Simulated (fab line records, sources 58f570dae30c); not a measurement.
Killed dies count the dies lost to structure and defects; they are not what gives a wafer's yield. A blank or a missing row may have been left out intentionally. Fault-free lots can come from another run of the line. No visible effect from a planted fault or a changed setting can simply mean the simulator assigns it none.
Split-lot study    flow berkeleyCmos170    on a route of 331 steps: 5 lots, 23 wafers read

## SPLIT DETAILS
At UCB170_GATE_OXIDATION_01 (target thk 6.6 nm, ox time 1800 s), the setting tempC was moved away from the recipe's 850 C on 15 of the 23 wafers read, by -3.0% to +2.9%. All remaining wafers had this setting at the recipe value.

Split to reading: the file shows no intervening step.

## THE READING
Values of GATE_OXIDE_THK in nm from UCB170_GATE_THK_MEAS_02. On this fab line, fault-free wafers typically give 6.50 nm with a standard deviation of 0.13 nm.

wafer   tool, chamber at the split  tempC as run, C  against the recipe  GATE_OXIDE_THK, nm  against lot-mates on the recipe
L076.1  -, -                        824.8            -3.0%               4.65                no lot-mate on the recipe
L076.2  -, -                        824.8            -3.0%               4.71                no lot-mate on the recipe
L076.3  -, -                        824.8            -3.0%               4.71                no lot-mate on the recipe
L076.4  -, -                        824.8            -3.0%               4.82                no lot-mate on the recipe
L076.5  -, -                        824.8            -3.0%               4.73                no lot-mate on the recipe
L082.1  -, -                        875              +2.9%               8.86                no lot-mate on the recipe
L082.2  -, -                        875              +2.9%               8.89                no lot-mate on the recipe
L082.3  -, -                        875              +2.9%               8.89                no lot-mate on the recipe
L082.5  -, -                        875              +2.9%               8.81                no lot-mate on the recipe
L082.6  -, -                        875              +2.9%               8.89                no lot-mate on the recipe
L085.1  -, -                        850              recipe              6.31                -
L085.3  -, -                        850              recipe              6.35                -
L085.4  -, -                        850              recipe              6.42                -
L085.5  -, -                        850              recipe              6.40                -
L085.6  -, -                        850              recipe              6.42                -
L084.2  furnace-03, 0               850              recipe              6.52                -
L084.3  furnace-03, 0               850              recipe              6.52                -
L084.4  furnace-03, 0               850              recipe              6.45                -
L083.1  -, -                        864.1            +1.7%               8.09                no lot-mate on the recipe
L083.2  -, -                        864.1            +1.7%               8.05                no lot-mate on the recipe
L083.3  -, -                        864.1            +1.7%               7.93                no lot-mate on the recipe
L083.4  -, -                        864.1            +1.7%               8.02                no lot-mate on the recipe
L083.6  -, -                        864.1            +1.7%               7.97                no lot-mate on the recipe

FIT RESULTS
A straight line over all 23 wafers: GATE_OXIDE_THK changes by +0.716 nm for each +1% of tempC; r = +0.99; the points scatter about the line by 0.2 nm.
Too few moved wafers have a lot-mate on the recipe to fit a line with each lot's own level taken away.

## THE WHOLE CHAIN: every reading that the file lists as answering this split, in the file's order
step                      what it does                       reading                                                                           change (the file's fit)               r (the file's)
UCB170_GATE_OXIDATION_01  target thk 6.6 nm, ox time 1800 s  SiO2_of_GATE_OXIDATION_01.thkNm (the simulator's own value, which no gauge read)  +0.71 nm for each +1% of the setting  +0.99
UCB170_GATE_THK_MEAS_02                                      GATE_OXIDE_THK                                                                    +0.716 for each +1% of the setting    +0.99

## THE FILE'S OWN FIT
GATE_OXIDE_THK changes by +0.716 nm for each +1% of tempC, r = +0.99.
